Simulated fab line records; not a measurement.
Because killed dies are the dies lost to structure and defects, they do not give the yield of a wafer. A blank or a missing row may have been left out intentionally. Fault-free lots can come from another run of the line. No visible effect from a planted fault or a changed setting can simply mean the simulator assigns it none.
Which tool is to blame? | flow berkeley-cmos170 | 14 lots with 42 wafers sampled at 6 steps, on a route of 331 steps

## WHAT EACH GAUGE READ, for each wafer
UCB170_SCREENOX_THK_MEAS_02. Usual: for SCREENOX_OXIDE_THK the level is 14.4 nm and the standard deviation is 0.31.
lot  | measured     | on            | SCREENOX_OXIDE_THK (nm) | flag
L755 | day 5 16:31  | film-metro-01 | 14.4 14.4 14.3          |
L754 | day 5 16:32  | film-metro-03 | 14.1 14.2 14.2          |
L757 | day 6 02:47  | film-metro-01 | 14.5 14.2 14.4          |
L756 | day 6 02:47  | film-metro-03 | 14.3 14.3 14.3          |
L759 | day 6 19:33  | film-metro-01 | 15.0 15.1 14.7          |
L762 | day 7 08:15  | film-metro-02 | 14.5 14.7 14.6          |
L763 | day 7 08:15  | film-metro-01 | 14.7 14.3 14.2          |
L765 | day 8 15:40  | film-metro-01 | 14.3 14.6 14.2          |
L764 | day 8 15:43  | film-metro-01 | 14.8 14.7 14.8          |
L768 | day 9 11:02  | film-metro-01 | 13.8 14.1 13.9          |
L772 | day 9 20:21  | film-metro-01 | 14.7 14.6 14.7          |
L773 | day 10 11:39 | film-metro-01 | 13.8 13.9 13.6          |
L775 | day 11 01:57 | film-metro-01 | 14.1 14.0 14.1          |
L776 | day 11 01:59 | film-metro-03 | 14.2 14.3 14.3          |

UCB170_NLDD_OVL_MEAS_07. Usual: for NLDD_OVL the level is -2 nm and the standard deviation is 5.
lot  | measured     | on         | NLDD_OVL (nm) | flag
L755 | day 7 01:00  | overlay-02 | 4 3 3         |
L754 | day 7 01:14  | overlay-02 | -4 1 -3       |
L757 | day 7 06:43  | overlay-02 | -6 -8 -11     |
L756 | day 7 00:58  | overlay-01 | 1 -1 -1       |
L759 | day 8 03:22  | overlay-01 | 5 1 4         |
L762 | day 8 11:14  | overlay-02 | -1 -7 -8      |
L763 | day 8 11:30  | overlay-02 | -3 -6 -7      |
L765 | day 10 03:20 | overlay-01 | -11 -7 -3     |
L764 | day 10 02:37 | overlay-02 | 3 1 0         |
L768 | day 10 16:12 | overlay-02 | 1 -2 -1       |
L772 | day 11 02:14 | overlay-01 | 1 6 -3        |
L773 | day 11 16:47 | overlay-02 | -8 -6 2       |
L775 | day 12 06:51 | overlay-01 | -2 -7 -5      |
L776 | day 12 06:39 | overlay-01 | -8 -3 -6      |

UCB170_SPACER_THK_MEAS_01. Usual: for SPACER_TEOS_THK the level is 375 nm and the standard deviation is 5.3.
lot  | measured     | on            | SPACER_TEOS_THK (nm) | flag
L755 | day 7 03:11  | film-metro-02 | 386 383 383          |
L754 | day 7 03:10  | film-metro-01 | 372 374 381          |
L757 | day 7 07:26  | film-metro-01 | 369 371 377          |
L756 | day 7 03:07  | film-metro-04 | 362 370 370          |
L759 | day 8 04:06  | film-metro-02 | 374 380 384          |
L762 | day 8 11:57  | film-metro-04 | 373 386 385          |
L763 | day 8 12:13  | film-metro-04 | 365 366 375          |
L765 | day 10 04:16 | film-metro-01 | 386 474 383          | OFF
L764 | day 10 03:32 | film-metro-01 | 362 372 374          |
L768 | day 10 16:56 | film-metro-04 | 376 461 380          | OFF
L772 | day 11 02:58 | film-metro-04 | 372 381 379          |
L773 | day 11 17:31 | film-metro-04 | 371 370 377          |
L775 | day 12 07:34 | film-metro-04 | 371 370 377          |
L776 | day 12 07:23 | film-metro-02 | 383 380 377          |

UCB170_NSD_CD_MEAS_06: the cd target is 1200 nm. Usual: cd-nm reads 1199.9 nm (standard deviation 1.2).
lot  | measured     | on        | cd-nm (nm)           | flag
L755 | day 7 11:26  | cd-sem-01 | 1200.8 1199.7 1201.4 |
L754 | day 7 11:06  | cd-sem-01 | 1197.6 1198.7 1198.5 |
L757 | day 7 19:29  | cd-sem-01 | 1201.9 1202.8 1201.9 |
L756 | day 7 11:05  | cd-sem-02 | 1199.3 1200.0 1199.2 |
L759 | day 8 13:25  | cd-sem-01 | 1201.9 1200.9 1201.0 |
L762 | day 9 03:29  | cd-sem-01 | 1199.1 1198.5 1199.2 |
L763 | day 9 03:46  | cd-sem-01 | 1199.4 1197.5 1198.2 |
L765 | day 10 11:29 | cd-sem-01 | 1198.5 1199.7        |
L764 | day 10 11:42 | cd-sem-02 | 1199.0 1199.6 1198.3 |
L768 | day 11 02:40 | cd-sem-01 | 1199.3 1200.2        |
L772 | day 11 14:36 | cd-sem-02 | 1199.3 1200.6 1200.0 |
L773 | day 12 01:08 | cd-sem-02 | 1199.5 1198.5 1199.0 |
L775 | day 12 21:58 | cd-sem-01 | 1199.9 1200.3 1199.6 |
L776 | day 12 21:50 | cd-sem-02 | 1199.7 1202.0 1202.2 |

## WHICH TOOL RAN EACH LOT (tool, then ch and the chambers of the sampled wafers, then the start)
lot  | UCB170_SPACER_CVD_00            | UCB170_SPACER_ETCHBACK_03
L755 | pecvd-01 ch 0,1,2, day 7 03:08  | rie-diel-02 ch 1,2,3, day 7 07:33
L754 | pecvd-04 ch 1,2, day 7 03:07    | rie-diel-02 ch 1,2,3, day 7 07:28
L757 | pecvd-02 ch 0,1,2, day 7 07:23  | rie-diel-04 ch 1,2,3, day 7 13:55
L756 | pecvd-04 ch 0,1,2, day 7 03:04  | rie-diel-01 ch 0,2, day 7 07:28
L759 | pecvd-01 ch 0,1, day 8 04:04    | rie-diel-02 ch 0,2, day 8 10:26
L762 | pecvd-01 ch 0,1, day 8 11:53    | rie-diel-04 ch 0,2, day 8 21:38
L763 | pecvd-02 ch 0,1, day 8 12:10    | rie-diel-02 ch 1,2, day 8 21:38
L765 | pecvd-01 ch 0,1,2, day 10 04:13 | rie-diel-04 ch 0,1, day 10 08:29
L764 | pecvd-04 ch 0,1,2, day 10 03:29 | rie-diel-01 ch 0,2, day 10 08:29
L768 | pecvd-01 ch 0,1, day 10 16:53   | rie-diel-02 ch 1,2, day 10 22:56
L772 | pecvd-02 ch 0,1, day 11 02:55   | rie-diel-02 ch 0,1,2, day 11 10:07
L773 | pecvd-02 ch 0,2, day 11 17:28   | rie-diel-01 ch 0,1,3, day 11 21:54
L775 | pecvd-04 ch 0,1, day 12 07:31   | rie-diel-02 ch 0,1,2, day 12 15:23
L776 | pecvd-02 ch 0,1,2, day 12 07:20 | rie-diel-04 ch 1,2,3, day 12 15:23
- UCB170_SPACER_CVD_00: deposits SiO2 from TEOS/O2, target thk 376 nm, time 47 s.
- UCB170_SPACER_ETCHBACK_03: etches SiO2 in CHF3/CF4/Ar, stops on Si, target depth 376 nm, time 100 s.

## AS READ BY THE TOOLS THEMSELVES (means over the sampled wafers that have a number; for cases with no such wafer, the mark the record gives instead)
UCB170_SPACER_CVD_00. Usual: heater-power-w 277 W, standard deviation 60; run-length-s 75.3 s, standard deviation 0.56.
lot  | tool     | heater-power-w (W) | run-length-s (s) | flag
L755 | pecvd-01 | 318                | 75.4             |
L754 | pecvd-04 | 231                | 75.2             |
L757 | pecvd-02 | 265                | 75.4             |
L756 | pecvd-04 | 267                | 75.1             |
L759 | pecvd-01 | 284                | 75.0             |
L762 | pecvd-01 | 280                | 74.9             |
L763 | pecvd-02 | 265                | 75.6             |
L765 | pecvd-01 | 284                | 78.9             | OFF
L764 | pecvd-04 | 264                | 75.1             |
L768 | pecvd-01 | 278                | 78.9             | OFF
L772 | pecvd-02 | 340                | 75.7             |
L773 | pecvd-02 | 274                | 75.1             |
L775 | pecvd-04 | 285                | 75.1             |
L776 | pecvd-02 | 257                | 75.4             |

UCB170_SPACER_ETCHBACK_03. Usual: drypump-motor-current-A 5.8 A, standard deviation 0.43; mfc-ar-sccm 120.0 sccm, standard deviation 0.33; oes-product-au 0.903 a.u., standard deviation 0.013; throttle-valve-pct 6.48 %, standard deviation 0.12.
lot  | tool        | drypump-motor-current-A (A) | mfc-ar-sccm (sccm) | oes-product-au (a.u.) | throttle-valve-pct (%) | flag
L755 | rie-diel-02 | 5.6                         | 120.1              | 0.914                 | 6.47                   |
L754 | rie-diel-02 | 5.6                         | 120.3              | 0.902                 | 6.48                   |
L757 | rie-diel-04 | 6.1                         | 120.1              | 0.891                 | 6.40                   |
L756 | rie-diel-01 | 5.9                         | 120.2              | 0.897                 | 6.40                   |
L759 | rie-diel-02 | 5.3                         | 119.7              | 0.921                 | 6.36                   |
L762 | rie-diel-04 | 6.1                         | 120.1              | 0.913                 | 6.55                   |
L763 | rie-diel-02 | 5.7                         | 119.9              | 0.883                 | 6.51                   |
L765 | rie-diel-04 | 6.3                         | 120.0              | 0.943                 | 6.39                   | OFF
L764 | rie-diel-01 | 6.0                         | 120.0              | 0.905                 | 6.46                   |
L768 | rie-diel-02 | 5.7                         | 119.9              | 0.928                 | 6.52                   |
L772 | rie-diel-02 | 5.6                         | 120.1              | 0.904                 | 6.45                   |
L773 | rie-diel-01 | 5.7                         | 119.8              | 0.892                 | 6.57                   |
L775 | rie-diel-02 | 5.6                         | 120.0              | 0.898                 | 6.44                   |
L776 | rie-diel-04 | 6.1                         | 120.0              | 0.902                 | 6.40                   |

## THE ANSWER, worked out from the rows above alone
Rule: a lot is off if the mean of its wafers that have a number lies more than 3 standard deviations from the usual mean. A lot without any number at a reading at which 4 lots or more have one is off too. The other lots that the step has rows for count as sound. After the gauges, taken in route order, come the tools' own readings; for these a lot's mean is taken, as printed above. The first step at which some lot is off is used, and at that step the reading that is off furthest; a lot without a number counts as furthest.
Off: at UCB170_SPACER_THK_MEAS_01 (SPACER_TEOS_THK), L765, L768.
A tool fits if, at a process step before that reading, it ran every lot that is off, and no sound lot after the first of them. Not tried: the gauges at UCB170_SPACER_THK_MEAS_01; whatever is off there is also off at UCB170_SPACER_CVD_00, on other tools, and gauge error can't account for it. One fits: UCB170_SPACER_CVD_00 on pecvd-01. A fault onset in the window from L762 (day 8 11:53, its last sound lot) to L765 (day 10 04:13, its first lot off) fits.
The tool's own readings at UCB170_SPACER_CVD_00 bear it out: on the lots that are off they differ by more than 5 times the standard deviation of the sound lots' means. run-length-s reads 78.9 s there against 75.2 s on the sound lots.

## WHAT THE SIMULATOR HAD PUT IN
pecvd-01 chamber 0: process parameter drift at UCB170_SPACER_CVD_00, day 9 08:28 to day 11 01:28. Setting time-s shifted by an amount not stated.
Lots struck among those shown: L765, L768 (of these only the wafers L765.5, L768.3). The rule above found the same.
